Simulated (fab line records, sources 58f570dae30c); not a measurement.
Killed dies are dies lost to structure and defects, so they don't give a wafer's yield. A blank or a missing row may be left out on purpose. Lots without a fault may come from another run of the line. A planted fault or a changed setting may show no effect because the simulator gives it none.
Which tool did it? | flow berkeley_cmos170 | 7 lots, 21 wafers sampled, at 3 steps of a route of 331

WHAT THE GAUGES READ, wafer by wafer
UCB170_SDANNEAL_RS_MEAS_03: measures by four-point-probe.
lot  | measured     | on            | NSD_RS (ohm/sq)
L550 | day 7 05:47  | film_metro-04 | 37.17 37.22 37.25
L551 | day 7 17:26  | film_metro-04 | 37.34 37.15 37.25
L554 | day 8 13:20  | film_metro-02 | 37.16 37.17 37.10
L557 | day 8 21:07  | film_metro-04 | 37.26 37.23 37.32
L561 | day 9 15:16  | film_metro-03 | 37.11 37.17 37.10
L571 | day 11 08:30 | film_metro-02 | 37.19 37.16 37.24
L570 | day 11 08:36 | film_metro-04 | 37.17 37.13 37.09

WHICH TOOL RAN EACH LOT (tool, then ch and the chambers of the sampled wafers, then the start)
lot  | UCB170_NSD_IMPLANT_08           | UCB170_NSD_STRIP_09
L550 | implanter-02 ch 0, day 7 04:19  | plasma_asher-02 ch 0,1, day 7 04:28
L551 | implanter-03 ch 0, day 7 14:49  | plasma_asher-03 ch 0,1, day 7 14:58
L554 | implanter-02 ch 0, day 8 11:52  | plasma_asher-02 ch 0,1, day 8 12:01
L557 | implanter-04 ch 0, day 8 19:32  | plasma_asher-02 ch 0,1, day 8 19:38
L561 | implanter-04 ch 0, day 9 13:04  | plasma_asher-01 ch 0,1, day 9 13:11
L571 | implanter-03 ch 0, day 11 05:27 | plasma_asher-03 ch 0,1, day 11 05:35
L570 | implanter-02 ch 0, day 11 05:46 | plasma_asher-02 ch 0,1, day 11 05:55
- UCB170_NSD_IMPLANT_08
- UCB170_NSD_STRIP_09: strips in O2.

THE ANSWER, worked out from the rows above alone
Rule: what is usual is taken from the lots themselves. Put in order of their means at a reading, lots are off if they are a third of the lots or fewer, leave a main group of 4 or more, and stand apart from it by a gap of 3 or more times the standard deviation of the main group's means; of several such gaps the widest counts. A main group whose means are all the same, to the digits that the tables above print for the reading, isn't used. A lot without any number at a reading at which 4 lots or more have one is off too. The other lots that the step has rows for count as sound.
No lot is off at any reading shown: from this, nothing can be told.

WHAT THE SIMULATOR HAD PUT IN
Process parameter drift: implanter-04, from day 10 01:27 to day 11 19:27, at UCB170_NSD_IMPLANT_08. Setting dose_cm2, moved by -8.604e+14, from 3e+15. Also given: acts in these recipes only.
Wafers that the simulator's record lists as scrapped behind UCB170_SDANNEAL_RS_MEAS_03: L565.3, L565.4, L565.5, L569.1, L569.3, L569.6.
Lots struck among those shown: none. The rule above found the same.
